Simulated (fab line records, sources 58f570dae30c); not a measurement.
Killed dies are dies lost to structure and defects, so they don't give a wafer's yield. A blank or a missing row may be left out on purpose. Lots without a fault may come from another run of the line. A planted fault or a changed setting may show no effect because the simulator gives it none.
Which tool did it? | flow berkeley_cmos170 | 15 lots, 45 wafers sampled, at 3 steps of a route of 331

WHAT THE GAUGES READ, wafer by wafer
UCB170_PWELL_OVL_MEAS_13.
lot  | measured    | on         | PWELL_OVL (nm)
L226 | day 3 09:07 | overlay-02 | -5 -1 -8
L228 | day 3 18:14 | overlay-01 | -9 -3 -1
L230 | day 4 03:55 | overlay-02 | -6 0 0
L229 | day 4 04:33 | overlay-01 | 8 7 0
L232 | day 4 15:00 | overlay-02 | -6 -3 6
L231 | day 4 15:11 | overlay-02 | -1 -12 -4
L235 | day 5 06:01 | overlay-01 | -6 -1 -6
L234 | day 5 06:06 | overlay-01 | -1 0 0
L237 | day 5 15:24 | overlay-02 | -7 -5 -5
L240 | day 6 06:40 | overlay-02 | -8 -8 -8
L243 | day 6 19:32 | overlay-02 | 2 6 0
L242 | day 6 19:38 | overlay-01 | 0 -1 1
L244 | day 7 06:01 | overlay-01 | -7 -1 -4
L246 | day 7 17:14 | overlay-01 | -3 -11 -6
L248 | day 7 23:19 | overlay-02 | -11 -5 -6

UCB170_V1_OVL_MEAS_13.
lot  | measured     | on         | V1_OVL (nm)
L226 | day 7 19:29  | overlay-02 | 3 7 4
L228 | day 8 02:09  | overlay-02 | 0 -6 -3
L230 | day 8 20:45  | overlay-02 | 0 1 9
L229 | day 8 20:29  | overlay-02 | 1 5 1
L232 | day 9 03:45  | overlay-02 | 4 1 -2
L231 | day 9 03:40  | overlay-01 | -2 0 2
L235 | day 9 23:08  | overlay-01 | 0 -3 0
L234 | day 9 22:53  | overlay-02 | 5 6 0
L237 | day 10 08:49 | overlay-02 | 5 7 2
L240 | day 11 01:46 | overlay-01 | 10 6 11
L243 | day 11 16:31 | overlay-01 | -1 4 -1
L242 | day 11 16:14 | overlay-01 | 5 1 -4
L244 | day 11 16:41 | overlay-02 | -5 -2 5
L246 | day 12 06:13 | overlay-01 | 1 10 -3
L248 | day 12 06:28 | overlay-02 | 0 1 4

WHICH TOOL RAN EACH LOT (tool, then ch and the chambers of the sampled wafers, then the start)
lot  | UCB170_V1_CLEAN_05
L226 | wet_bench-01 ch 0, day 7 17:59
L228 | wet_bench-02 ch 3, day 8 00:52
L230 | wet_bench-03 ch 1, day 8 19:13
L229 | wet_bench-03 ch 1, day 8 19:13
L232 | wet_bench-02 ch 1, day 9 01:11
L231 | wet_bench-02 ch 3, day 9 01:11
L235 | wet_bench-03 ch 3, day 9 21:20
L234 | wet_bench-03 ch 1, day 9 21:20
L237 | wet_bench-01 ch 1, day 10 06:45
L240 | wet_bench-01 ch 2, day 11 00:19
L243 | wet_bench-03 ch 3, day 11 14:56
L242 | wet_bench-03 ch 0, day 11 14:56
L244 | wet_bench-03 ch 3, day 11 15:17
L246 | wet_bench-01 ch 3, day 12 04:35
L248 | wet_bench-01 ch 0, day 12 04:53
- UCB170_V1_CLEAN_05: cleans in DIW.

WHAT THE TOOLS THEMSELVES READ (means of the sampled wafers that have a number; where no wafer has one, the mark that the record gives instead)
The record holds no such reading with a usual standard deviation.

THE ANSWER, worked out from the rows above alone
Rule: what is usual is taken from the lots themselves. Put in order of their means at a reading, lots are off if they are a third of the lots or fewer, leave a main group of 4 or more, and stand apart from it by a gap of 3 or more times the standard deviation of the main group's means; of several such gaps the widest counts. A main group whose means are all the same, to the digits that the tables above print for the reading, isn't used. A lot without any number at a reading at which 4 lots or more have one is off too. The other lots that the step has rows for count as sound. The gauges are gone through in route order, then the tools' own readings, and for those a lot's mean is taken as printed above. The first step at which some lot is off is used, and at that step the reading that is off furthest; a lot without a number counts as furthest.
No lot is off at any reading shown: from this, nothing can be told.

WHAT THE SIMULATOR HAD PUT IN
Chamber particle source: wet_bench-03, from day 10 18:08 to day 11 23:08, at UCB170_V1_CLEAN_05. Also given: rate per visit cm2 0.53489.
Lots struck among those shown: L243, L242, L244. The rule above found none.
